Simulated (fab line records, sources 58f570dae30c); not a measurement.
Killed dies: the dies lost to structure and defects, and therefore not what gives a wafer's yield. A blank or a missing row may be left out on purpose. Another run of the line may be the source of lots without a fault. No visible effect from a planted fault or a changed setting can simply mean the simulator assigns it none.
Split-lot experiment	flow berkeley_cmos170	on a route of 331 steps: 5 lots, 23 wafers read

== ON THE SPLIT ==
At UCB170_BACKSIDE_COAT_01 (resist thk 900 nm), the setting resist_thk_nm was moved away from the recipe's 900 nm on 10 of the 23 wafers read, by -4.9% to +5.8%. The other wafers ran this setting at the recipe's value.

Reading taken at the split's own step.

== THE READING ==
KrF_of_BACKSIDE_COAT_01.thk_nm (the simulator's own value, which no gauge read), in nm, at UCB170_BACKSIDE_COAT_01 (resist thk 900 nm). No usual value for it is given in the file. Here, 13 wafers ran the recipe; their average is 899.2 nm with a standard deviation of 3.2 nm.

wafer	tool, chamber at the split	resist_thk_nm as run, nm	against the recipe	KrF_of_BACKSIDE_COAT_01.thk_nm, nm	against lot-mates on the recipe
L075.1	litho_track-02, 0	936.1	+4.0%	937.1	+37.0
L075.2	litho_track-02, 0	900	recipe	903.1	-
L075.3	litho_track-02, 0	936.1	+4.0%	937.7	+37.6
L075.4	litho_track-02, 0	936.1	+4.0%	937.6	+37.5
L075.6	litho_track-02, 0	900	recipe	897.1	-
L076.2	litho_track-01, 0	900	recipe	904	-
L076.3	litho_track-01, 0	900	recipe	904.4	-
L076.5	litho_track-01, 0	900	recipe	903.8	-
L081.1	litho_track-03, 0	900	recipe	899.1	-
L081.2	litho_track-03, 0	855.6	-4.9%	854.9	-43.5
L081.3	litho_track-03, 0	855.6	-4.9%	855.7	-42.6
L081.5	litho_track-03, 0	900	recipe	897.6	-
L081.6	litho_track-03, 0	855.6	-4.9%	854.5	-43.9
L082.1	litho_track-02, 0	900	recipe	895.9	-
L082.2	litho_track-02, 0	900	recipe	896.2	-
L082.4	litho_track-02, 0	952.1	+5.8%	946.2	+50.1
L082.5	litho_track-02, 0	952.1	+5.8%	947.1	+51.0
L082.6	litho_track-02, 0	900	recipe	896.1	-
L085.1	litho_track-02, 0	900	recipe	897.1	-
L085.2	litho_track-02, 0	868.9	-3.5%	867	-30.4
L085.3	litho_track-02, 0	900	recipe	898.3	-
L085.4	litho_track-02, 0	900	recipe	896.8	-
L085.6	litho_track-02, 0	868.9	-3.5%	867.9	-29.5

THE FIT
A straight line over all 23 wafers: KrF_of_BACKSIDE_COAT_01.thk_nm changes by +8.88 nm for each +1% of resist_thk_nm; r = +0.99; the points scatter about the line by 3 nm.
The same after taking each lot's own level away (the mean of its wafers on the recipe; 23 wafers): +8.87 nm for each +1%; r = +1.00; scatter 1.3 nm.
According to that fit, moving resist_thk_nm by its largest amount changes the reading by 51 nm.
Measured against the standard deviation above, the lots' own levels, which go from 896.07 to 904.07 nm, span 2.5 times it.
Hence the lot-to-lot level has little effect on the slope; both slopes agree.
Check: with one of the wafers moved furthest among these (+5.8%) left out of the fit, the line predicts +52 nm for it against its lot-mates. Against them it came out at +50.1 nm.

== FURTHER SPLITS ON THESE WAFERS ==
Note: prior to the reading, these wafers also went through further splits. Each is held against what the fit with the lots' levels taken away leaves over:
other split on the same wafers	wafers away from the commonest value	r with KrF_of_BACKSIDE_COAT_01.thk_nm (lot level and that fit taken away)
UCB170_NLDD_IMPLANT_08 dose_cm2	7	+0.24
UCB170_PSD_IMPLANT_08 energy_kev	11	+0.03

== THE WHOLE CHAIN: every reading that the file lists as answering this split, in the file's order ==
step	what it does	reading	change (the file's fit)	r (the file's)
UCB170_BACKSIDE_COAT_01	resist thk 900 nm	KrF_of_BACKSIDE_COAT_01.thk_nm (the simulator's own value, which no gauge read)	+8.85 nm for each +1% of the setting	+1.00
UCB170_BACKSIDE_STRIP_03	strips in O2	strip_time_to_endpoint_s	withheld for each +1% of the setting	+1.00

== THE FILE'S OWN FIT ==
KrF_of_BACKSIDE_COAT_01.thk_nm changes by +8.85 nm for each +1% of resist_thk_nm, r = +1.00.
